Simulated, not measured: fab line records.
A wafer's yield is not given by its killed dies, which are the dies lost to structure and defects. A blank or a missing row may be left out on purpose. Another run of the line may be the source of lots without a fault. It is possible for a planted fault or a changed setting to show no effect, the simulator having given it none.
Which tool was responsible? + flow berkeley_cmos170 + 11 lots, 33 wafers sampled, at 6 steps of a route of 331

WHAT THE GAUGES SHOWED, per wafer
UCB170_M2_RS_MEAS_02: uses a four-point probe to measure. Usual: M2_AL_RS typically reads 0.0322 ohm/sq, with standard deviation 0.00033.
| lot  | measured     | on            | M2_AL_RS (ohm/sq)    | flag |
|------|--------------|---------------|----------------------|------|
| L811 | day 7 09:19  | film_metro-03 | 0.0322 0.0321 0.0321 |      |
| L810 | day 7 09:46  | film_metro-04 | 0.0323 0.0322 0.0322 |      |
| L819 | day 8 22:24  | film_metro-04 | 0.0321 0.0320 0.0414 | OFF  |
| L823 | day 9 17:21  | film_metro-01 | 0.0321 0.0321 0.0322 |      |
| L825 | day 10 08:37 | film_metro-01 | 0.0321 0.0319 0.0320 |      |
| L827 | day 10 20:13 | film_metro-03 | 0.0324 0.0324 0.0325 |      |
| L826 | day 10 20:28 | film_metro-04 | 0.0323 0.0326 0.0324 |      |
| L829 | day 11 08:42 | film_metro-01 | 0.0318 0.0320 0.0320 |      |
| L830 | day 11 08:57 | film_metro-04 | 0.0321 0.0322 0.0318 |      |
| L833 | day 12 01:20 | film_metro-04 | 0.0326 0.0327 0.0326 |      |
| L832 | day 12 01:26 | film_metro-01 | 0.0321 0.0322 0.0322 |      |

UCB170_M2_THK_MEAS_03: measures by xrf. Usual: M2_AL_THK typically reads 919 nm, with standard deviation 11.
| lot  | measured     | on            | M2_AL_THK (nm) | flag |
|------|--------------|---------------|----------------|------|
| L811 | day 7 09:26  | film_metro-03 | 918 919 921    |      |
| L810 | day 7 09:52  | film_metro-04 | 915 916 915    |      |
| L819 | day 8 22:30  | film_metro-04 | 924 921 714    | OFF  |
| L823 | day 9 17:27  | film_metro-01 | 932 929 927    |      |
| L825 | day 10 08:44 | film_metro-01 | 932 937 935    |      |
| L827 | day 10 20:19 | film_metro-03 | 907 910 905    |      |
| L826 | day 10 20:35 | film_metro-04 | 909 906 914    |      |
| L829 | day 11 08:48 | film_metro-01 | 936 928 931    |      |
| L830 | day 11 09:04 | film_metro-04 | 916 917 926    |      |
| L833 | day 12 01:27 | film_metro-04 | 902 907 905    |      |
| L832 | day 12 01:33 | film_metro-01 | 937 937 929    |      |

WHAT TOOL EACH LOT RAN ON (gives the tool, then ch and the chambers of the sampled wafers, and finally the start)
| lot  | UCB170_CONTACT_RTA_08            | UCB170_V1_CVD_00                | UCB170_V1_STRIP_15                   | UCB170_M2_SPUTTER_01         |
|------|----------------------------------|---------------------------------|--------------------------------------|------------------------------|
| L811 | rtp_anneal-02 ch 0, day 6 20:17  | pecvd-03 ch 0,1,2, day 7 06:33  | plasma_asher-04 ch 0,1, day 7 08:56  | pvd_sputter-03, day 7 09:13  |
| L810 | rtp_anneal-01 ch 0, day 7 00:21  | pecvd-01 ch 0,2, day 7 06:33    | plasma_asher-03 ch 0,1, day 7 09:19  | pvd_sputter-01, day 7 09:37  |
| L819 | rtp_anneal-02 ch 0, day 8 10:53  | pecvd-01 ch 0,1, day 8 19:35    | plasma_asher-03 ch 0,1, day 8 22:02  | pvd_sputter-01, day 8 22:17  |
| L823 | rtp_anneal-01 ch 0, day 9 08:54  | pecvd-03 ch 0,1, day 9 14:53    | plasma_asher-04 ch 0,1, day 9 16:58  | pvd_sputter-04, day 9 17:14  |
| L825 | rtp_anneal-02 ch 0, day 9 18:50  | pecvd-04 ch 0,1,2, day 10 06:11 | plasma_asher-02 ch 0,1, day 10 08:14 | pvd_sputter-04, day 10 08:32 |
| L827 | rtp_anneal-01 ch 0, day 10 09:32 | pecvd-03 ch 1,2, day 10 17:36   | plasma_asher-02 ch 0,1, day 10 19:50 | pvd_sputter-04, day 10 20:05 |
| L826 | rtp_anneal-01 ch 0, day 10 09:43 | pecvd-04 ch 0,1,2, day 10 17:36 | plasma_asher-04 ch 0,1, day 10 20:05 | pvd_sputter-03, day 10 20:23 |
| L829 | rtp_anneal-01 ch 0, day 10 22:06 | pecvd-03 ch 0,1,2, day 11 05:41 | plasma_asher-02 ch 0,1, day 11 08:19 | pvd_sputter-04, day 11 08:35 |
| L830 | rtp_anneal-02 ch 0, day 10 22:20 | pecvd-01 ch 0,2, day 11 05:41   | plasma_asher-04 ch 0,1, day 11 08:34 | pvd_sputter-03, day 11 08:51 |
| L833 | rtp_anneal-02 ch 0, day 11 14:40 | pecvd-04 ch 0,1, day 11 22:53   | plasma_asher-03 ch 0,1, day 12 00:57 | pvd_sputter-01, day 12 01:14 |
| L832 | rtp_anneal-01 ch 0, day 11 14:53 | pecvd-01 ch 1,2, day 11 22:53   | plasma_asher-04 ch 1, day 12 01:04   | pvd_sputter-03, day 12 01:21 |
- UCB170_CONTACT_RTA_08: time 10 s.
- UCB170_V1_CVD_00: deposits SiO2 from TEOS/O2, target thk 2000 nm, time 250 s.
- UCB170_V1_STRIP_15: strips in O2.
- UCB170_M2_SPUTTER_01: material Al, target thk 900 nm, time 120 s.

AS READ BY THE TOOLS THEMSELVES (means over the sampled wafers that have a number; for cases with no such wafer, the mark the record gives instead)
UCB170_CONTACT_RTA_08. Usual: lamp_power_pct 23.3 %, standard deviation 1; wafer_temp_C_max 903.8, standard deviation 1.3.
| lot  | tool          | lamp_power_pct (%) | wafer_temp_C_max | flag |
|------|---------------|--------------------|------------------|------|
| L811 | rtp_anneal-02 | 22.3               | 903.2            |      |
| L810 | rtp_anneal-01 | 24.3               | 905.2            |      |
| L819 | rtp_anneal-02 | 22.2               | 902.6            |      |
| L823 | rtp_anneal-01 | 24.3               | 904.8            |      |
| L825 | rtp_anneal-02 | 22.2               | 902.8            |      |
| L827 | rtp_anneal-01 | 24.3               | 905.2            |      |
| L826 | rtp_anneal-01 | 24.3               | 904.5            |      |
| L829 | rtp_anneal-01 | 24.3               | 903.9            |      |
| L830 | rtp_anneal-02 | 22.3               | 902.9            |      |
| L833 | rtp_anneal-02 | 22.3               | 902.2            |      |
| L832 | rtp_anneal-01 | 24.3               | 905.4            |      |

UCB170_V1_CVD_00. Usual: heater_power_w 257 W, standard deviation 64; rf_fwd_power_W 548.6 W, standard deviation 1.6.
| lot  | tool     | heater_power_w (W) | rf_fwd_power_W (W) | flag |
|------|----------|--------------------|--------------------|------|
| L811 | pecvd-03 | 314                | 547.8              |      |
| L810 | pecvd-01 | 185                | 548.4              |      |
| L819 | pecvd-01 | 263                | 546.9              |      |
| L823 | pecvd-03 | 292                | 547.2              |      |
| L825 | pecvd-04 | 241                | 548.6              |      |
| L827 | pecvd-03 | 267                | 550.0              |      |
| L826 | pecvd-04 | 249                | 548.7              |      |
| L829 | pecvd-03 | 303                | 549.7              |      |
| L830 | pecvd-01 | 210                | 549.2              |      |
| L833 | pecvd-04 | 241                | 548.2              |      |
| L832 | pecvd-01 | 232                | 547.3              |      |

UCB170_V1_STRIP_15. Usual: drypump_motor_current_A 5.9 A, standard deviation 0.54; oes_product_au 0.722 a.u., standard deviation 0.0047; strip_time_to_endpoint_s 15.34 s, standard deviation 0.13.
| lot  | tool            | drypump_motor_current_A (A) | oes_product_au (a.u.) | strip_time_to_endpoint_s (s) | flag |
|------|-----------------|-----------------------------|-----------------------|------------------------------|------|
| L811 | plasma_asher-04 | 6.3                         | 0.721                 | 15.28                        |      |
| L810 | plasma_asher-03 | 5.5                         | 0.720                 | 15.41                        |      |
| L819 | plasma_asher-03 | 5.5                         | 0.723                 | 15.28                        |      |
| L823 | plasma_asher-04 | 6.4                         | 0.725                 | 15.34                        |      |
| L825 | plasma_asher-02 | 5.4                         | 0.723                 | 15.39                        |      |
| L827 | plasma_asher-02 | 5.4                         | 0.725                 | 15.46                        |      |
| L826 | plasma_asher-04 | 6.4                         | 0.720                 | 15.29                        |      |
| L829 | plasma_asher-02 | 5.4                         | 0.718                 | 15.36                        |      |
| L830 | plasma_asher-04 | 6.4                         | 0.717                 | 15.55                        |      |
| L833 | plasma_asher-03 | 5.5                         | 0.722                 | 15.28                        |      |
| L832 | plasma_asher-04 | 6.3                         | 0.717                 | 15.18                        |      |

UCB170_M2_SPUTTER_01. Usual: cathode_dc_power_W 6000.0 W, standard deviation 1.1; throttle_valve_pct 30.0 %, standard deviation 0.92.
| lot  | tool           | cathode_dc_power_W (W) | throttle_valve_pct (%) | flag |
|------|----------------|------------------------|------------------------|------|
| L811 | pvd_sputter-03 | 6000.0                 | 29.7                   |      |
| L810 | pvd_sputter-01 | 6000.3                 | 30.6                   |      |
| L819 | pvd_sputter-01 | 6000.5                 | 30.3                   |      |
| L823 | pvd_sputter-04 | 5999.8                 | 29.3                   |      |
| L825 | pvd_sputter-04 | 6000.3                 | 30.2                   |      |
| L827 | pvd_sputter-04 | 6000.2                 | 29.7                   |      |
| L826 | pvd_sputter-03 | 5999.7                 | 30.2                   |      |
| L829 | pvd_sputter-04 | 6001.1                 | 30.9                   |      |
| L830 | pvd_sputter-03 | 5999.8                 | 30.0                   |      |
| L833 | pvd_sputter-01 | 5999.7                 | 30.1                   |      |
| L832 | pvd_sputter-03 | 6000.1                 | 30.7                   |      |

THE ANSWER, worked out from the rows above alone
Rule: a lot is off if the mean of its wafers that have a number lies more than 3 standard deviations from the usual mean. Also off: a lot with no number at a reading for which 4 or more lots have one. Where the step has rows for the other lots, those lots are counted as sound. After the gauges, taken in route order, come the tools' own readings; for these a lot's mean is taken, as printed above. The first step at which some lot is off is used, and at that step the reading that is off furthest; a lot without a number counts as furthest.
Off: L819, at UCB170_M2_RS_MEAS_02 (M2_AL_RS).
If a tool, at a process step before that reading, ran all the lots that are off and no sound lot after the first of them, it fits. The gauges at UCB170_M2_RS_MEAS_02 are tried like those tools. No candidate that was tried fits.

WHAT THE SIMULATOR HAD PUT IN
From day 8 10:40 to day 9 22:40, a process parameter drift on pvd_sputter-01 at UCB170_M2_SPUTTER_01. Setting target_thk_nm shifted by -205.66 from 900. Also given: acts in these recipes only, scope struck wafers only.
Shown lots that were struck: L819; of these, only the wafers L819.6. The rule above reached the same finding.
